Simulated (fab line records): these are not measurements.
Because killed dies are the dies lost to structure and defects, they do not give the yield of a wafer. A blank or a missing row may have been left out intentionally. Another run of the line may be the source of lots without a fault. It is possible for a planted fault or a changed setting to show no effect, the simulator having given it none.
fab line records    flow berkeley_cmos170
record: lots: 7  wafers: 21  last_day: 12
route steps=331 shown START@1
lots that met no fault: from a run of the same line without faults
start_h: the number of hours between the record's first day and the start of the first shown wafer of the lot    wait_h: hours from the lot's prior step to this one    " unchanged from the row above    L1.1+2: a single row standing in for several wafers    - value missing, or start not given    * or withheld: withheld    < > ~ a bound
route shown NAME@n: NAME is a module with steps in the file, n the number in the route of the first one    usual: mean/standard deviation taken from wafers without a fault    same: alike in all rows    chamber/n: place in a boat    sites: the reading at each site    _std_site: standard deviation of those values    _edge_site: inner sites' mean taken away from outer sites' mean    radius_mm: how far each site lies from the wafer's centre    mask NAME#n: copy n    behind: the most recent tool/chamber to have shaped the wafer    hold: the reason the lot was held/the length of the hold in hours/how it ended    device: which transistor (n, p or np) failed to switch    end of line: tests of these same wafers at the route's end    a step without rows: its recipe alone    killed: the dies lost at the first sort to structure and to defects; this is not the yield of the wafer    map: a wafer's dies, x killed, . not, _ none there
set.NAME: the setting the step ran with; set.NAME@STEP: the setting that earlier step ran with    model.NAME: the simulator's own value behind a step, which no gauge read
certain route steps with their lots: each step a table, each wafer a row
services: the hour from which a tool's chamber was out of use, counted from the record's first day as start_h (under 0 if before that day), plus the number of hours and why
== steps ==
step: UCB170_START_BOW_MEAS_00
recipe: mode: bow
usual: INCOMING_BOW: 0/6.3
lot.wafer  tool           chamber  start_h  wait_h  INCOMING_BOW[um]
L856.1     film_metro-03  -        10.00    -       3
L856.3     "              -        "        "       -10
L856.4     "              -        "        "       3
L866.2     film_metro-03  -        60.02    -       5
L866.4     "              -        "        "       7
L866.5     "              -        "        "       -1
L868.2     film_metro-03  -        70.02    -       2
L868.4     "              -        "        "       -4
L868.5     "              -        "        "       1
L869.1     film_metro-03  -        75.00    -       -6
L869.2     "              -        "        "       4
L869.3     "              -        "        "       13
L870.1     film_metro-01  -        80.00    -       -6
L870.2     "              -        "        "       3
L870.5     "              -        "        "       0
L872.1     film_metro-04  -        90.00    -       -7
L872.4     "              -        "        "       6
L872.6     "              -        "        "       5
L879.1     film_metro-04  -        125.00   -       -7
L879.2     "              -        "        "       -9
L879.4     "              -        "        "       7
step: UCB170_START_CLEAN_01
recipe: chemistry: dHF  dilution: 25:1  time_s: 60
step: UCB170_START_OXIDATION_02
recipe: temp_c: 950  ambient: O2  target_thk_a: 200  ox_time_s: 1800
usual: ox_temp_c: 950.0/0.42  ox_temp_c_max: 954.8/1.2  spike_tc_centre_C: 951.3/0.97
lot.wafer  tool        chamber  start_h  wait_h  ox_temp_c  ox_temp_c_max  spike_tc_centre_C
L856.1     furnace-01  0        15.64    5.3     949.7      954.9          950.1
L856.3     "           0        "        "       950.2      956.1          949.6
L856.4     "           0        "        "       950.4      955.2          950.2
L866.2     furnace-04  0        63.08    2.9     950.0      954.0          949.7
L866.4     "           0        "        "       949.8      954.4          950.4
L866.5     "           0        "        "       950.0      954.3          950.2
L868.2     furnace-01  -        71.54    1.4     -          -              -
L868.4     "           -        "        "       -          -              -
L868.5     "           -        "        "       -          -              -
L869.1     furnace-01  -        77.30    2.0     -          -              -
L869.2     "           -        "        "       -          -              -
L869.3     "           -        "        "       -          -              -
L870.1     furnace-01  -        81.40    1.3     -          -              -
L870.2     "           -        "        "       -          -              -
L870.5     "           -        "        "       -          -              -
L872.1     furnace-03  0        94.21    4.1     949.9      954.4          952.3
L872.4     "           0        "        "       949.5      953.0          951.6
L872.6     "           0        "        "       949.5      953.4          952.1
L879.1     furnace-03  0        127.91   2.7     950.5      954.7          952.6
L879.2     "           0        "        "       950.5      954.8          952.7
L879.4     "           0        "        "       950.0      955.2          951.3
step: UCB170_START_ANNEAL_04
recipe: temp_c: 950  time_s: 1200  ambient: N2
== services ==
tool        chamber  start_h  hours  kind
furnace-01  -        6.85     3.2    pm
furnace-04  -        54.17    1.2    pm
furnace-01  -        60.44    4.2    pm
furnace-04  -        88.70    3.9    pm
furnace-04  -        92.59    17.4   pm
furnace-03  -        107.23   3.4    pm
== key ==
first_sign: step: UCB170_START_OXIDATION_02  reading: tool_record  direction: missing
effect none on later readings
met_at UCB170_START_OXIDATION_02
struck_wafers L868.2,L868.4,L868.5,L869.1,L869.2,L869.3,L870.1,L870.2,L870.5
later_rows_left_out L868.2,L868.4,L868.5,L869.1,L869.2,L869.3,L870.1,L870.2,L870.5
sort_left_out L868.2,L868.4,L868.5,L869.1,L869.2,L869.3,L870.1,L870.2,L870.5
tester_left_out L868,L869,L870
onset_between 15.64 71.54
fault: kind: skipped_step_whole  tool: furnace-01  chamber: -  onset_h: 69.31  steps: UCB170_START_OXIDATION_02  scope: struck_lots_only
tester_left_out: of these lots the tester's yield and bins aren't shown, on N5 and GAA mostly nor the transistor test; their killed dies are dies lost to structure and defects alone, not to doping, threshold or leakage, so they don't give the yield
sort_left_out: the simulated sort isn't trusted on such a fault, so these wafers' sort isn't shown, and their yield isn't known
later_rows_left_out: the simulator's readings of these wafers behind a module that went badly wrong aren't trusted and aren't shown, but for the sort
